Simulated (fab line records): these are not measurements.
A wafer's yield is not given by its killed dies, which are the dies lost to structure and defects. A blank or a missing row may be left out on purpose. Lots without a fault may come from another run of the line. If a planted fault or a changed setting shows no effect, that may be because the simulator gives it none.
Comparing a struck lot with a sound one || flow rit cmos || 14 steps out of a route of 202
Sound: wafers L309.1, L309.4, L309.5. Wafers struck: L305.1, L305.4, L305.5. The cause comes at the end.
Each step with rows lists, per side, the tool, then ch with its chambers, then its first start. Under that, the readings that differ: sound wafers || struck wafers || difference of the means || sigmas: that difference in standard deviations of wafers without a fault.
alike: readings whose means differ by less than 2 such deviations, and words and numbers that are the same on both sides. not compared: withheld readings, readings that some wafer has no value for, bounds like >300 that may hide the same value, and numbers for which the record gives no deviation and whose values overlap.
The two part at a step that has a row with sigmas, a row that says differs or no value, or rows on one side only. When numbers do not overlap yet have no deviation, they are printed without sigmas and do not part them. Lack of a reading on every wafer of one side parts them only where that side has two or more wafers.

first, 4 steps without rows for these wafers: RIT_NSD_SOFTBAKE_02 (time 60 s); RIT_NSD_EXPOSE_03 (exposes mask M9, target cd 40700 nm); RIT_NSD_PEB_04; RIT_NSD_DEVELOP_05 (develop time 50 s).
RIT_NSD_OVL_MEAS_06:
  sound on overlay-02, day 7 00:44; struck on overlay-01, day 6 06:19
  alike: NSD_OVL
then, 2 steps without rows for these wafers: RIT_NSD_HARDBAKE_07 (time 60 s); RIT_NSD_IMPLANT_08.
RIT_NSD_STRIP_09: strips in O2, time 180 s.
  sound on plasma asher-01 ch 1, day 7 01:04; struck on plasma asher-04 ch 0,1, day 6 06:39
  alike: drypump motor current A
  not compared: rf hours counter h
RIT_NSD_TW_MEAS_10:
  sound on film metro-03, day 7 01:14; struck on film metro-04, day 6 06:49
  alike: NSD_TW
then, 3 steps without rows for these wafers: RIT_PSD_HMDS_00 (prime time 60 s); RIT_PSD_COAT_01 (resist thk 1000 nm); RIT_PSD_SOFTBAKE_02 (time 60 s).
RIT_PSD_EXPOSE_03: exposes mask M10, target cd 40900 nm.
  sound on iline stepper-01 ch 0, day 7 01:45; struck on iline stepper-02, day 6 07:28
  no value came back on the struck wafers for exposure dose mJ cm2, focus offset nm (nm); on the sound wafers exposure dose mJ cm2 reads 250.03 250.31 250.37
  alike: mask
then, 1 step without rows for these wafers: RIT_PSD_PEB_04.

## WHERE THEY PART
Within this record, at RIT_PSD_EXPOSE_03 only.

WHY: whatever the simulator had introduced
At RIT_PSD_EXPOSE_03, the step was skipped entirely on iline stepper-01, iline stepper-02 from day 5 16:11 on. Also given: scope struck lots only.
